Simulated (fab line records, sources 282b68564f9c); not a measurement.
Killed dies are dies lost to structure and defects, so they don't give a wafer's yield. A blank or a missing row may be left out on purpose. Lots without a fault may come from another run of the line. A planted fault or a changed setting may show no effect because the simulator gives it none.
One fault seen from 2 desks | flow rit_cmos | each desk has only its own numbers; what lay behind them comes last

THE TOOL OWNER'S DESK: furnace-01
The tool's own readings at RIT_ACTIVE_OXIDATION_01 (target thk 46.8 nm, ox time 3360 s): means of the sampled wafers that have a number, for each lot that ran on this tool. A lot is out of limits, marked OUT, if its mean lies more than 4 standard deviations from the usual mean; the brackets give that distance.
Columns: A = spike_tc_centre_C at RIT_ACTIVE_OXIDATION_01, usual 1001.7 C; B = spike_tc_load_C at RIT_ACTIVE_OXIDATION_01, usual 1024.6 C; C = spike_tc_source_C at RIT_ACTIVE_OXIDATION_01, usual 1025 C; D = tube_center_temp_C at RIT_ACTIVE_OXIDATION_01, usual 1000 C; E = tube_center_temp_C_max at RIT_ACTIVE_OXIDATION_01, usual 1002.6; F = zone_power_centre_pct at RIT_ACTIVE_OXIDATION_01, usual 45.9 %
lot  | first seen here | A                | B                | C               | D                      | E                | F
L559 | day 1 17:06     | 1002.5           | 1022.7           | 1023            | 1000                   | 1002.2           | 45.7
L562 | day 2 06:07     | 1003.6           | 1023.4           | 1022            | 1000                   | 1003.0           | 45.3
L574 | day 4 18:25     | 1028.4 (+17) OUT | 1048.3 (+10) OUT | 1046 (+6.1) OUT | 1025 (+99 or more) OUT | 1027.4 (+56) OUT | 46.9
L577 | day 5 09:07     | 1027.6 (+16) OUT | 1047.7 (+10) OUT | 1046 (+6.0) OUT | 1025 (+99 or more) OUT | 1027.3 (+56) OUT | 47.0
This desk's finding: out of limits on L574, L577; first on L574, day 4 18:25 (spike_tc_centre_C at RIT_ACTIVE_OXIDATION_01). In limits: L559, L562.

THE METROLOGY DESK
What the gauges read, lot by lot, whatever tool the lot ran on: means of the sampled wafers that have a number. A lot is out of limits, marked OUT, if its mean lies more than 4 standard deviations from the usual mean; the brackets give that distance.
Columns: A = INCOMING_BOW at RIT_ACTIVE_BOW_MEAS_00, usual 0 um; B = ACTIVE_OXIDE_THK at RIT_ACTIVE_THK_MEAS_02, usual 46.5 nm; C = PRETRO_OVL at RIT_PRETRO_OVL_MEAS_06, usual -0.8 nm
lot  | first seen here | A  | B              | C
L559 | day 1 15:01     | -5 | 45.6           | -0.4
L560 | day 1 20:00     | 4  | 46.5           | -0.4
L561 | day 2 01:00     | -0 | 47.3           | 0.9
L562 | day 2 06:00     | -1 | 46.9           | 0.3
L563 | day 2 11:02     | 3  | 46.5           | 0.5
L564 | day 2 16:01     | -0 | 47.1           | 0.1
L565 | day 2 21:02     | -2 | 47.2           | -2.5
L567 | day 3 07:00     | -1 | 46.6           | -0.9
L570 | day 3 22:01     | -1 | 46.3           | -3.0
L574 | day 4 18:01     | 3  | 59.7 (+16) OUT | 1.3
L576 | day 5 04:02     | -4 | 46.6           | -1.7
L577 | day 5 09:00     | -2 | 59.1 (+16) OUT | 0.1
L578 | day 5 14:00     | -2 | 46.9           | -1.1
L580 | day 6 00:04     | -1 | 46.1           | -1.1
This desk's finding: out of limits on L574, L577; first on L574, day 4 20:22 (ACTIVE_OXIDE_THK at RIT_ACTIVE_THK_MEAS_02). In limits: L559, L560, L561, L562, L563, L564, L565, L567, L570, L576, L578, L580.

PUT TOGETHER
The tool owner's desk could have raised an alarm at day 4 18:25, on L574, L577.
The metrology desk could have raised an alarm at day 4 20:22, on L574, L577.
Of the lots named, all ran RIT_ACTIVE_OXIDATION_01 on furnace-01.

WHAT THE SIMULATOR HAD PUT IN
Process parameter drift: furnace-01, from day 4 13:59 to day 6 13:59, at RIT_ACTIVE_OXIDATION_01. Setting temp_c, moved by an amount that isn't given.
Lots struck among those shown: L574, L577.
Hours from the fault's start to each desk's first reading out of limits: the tool owner's desk, 4; the metrology desk, 6.
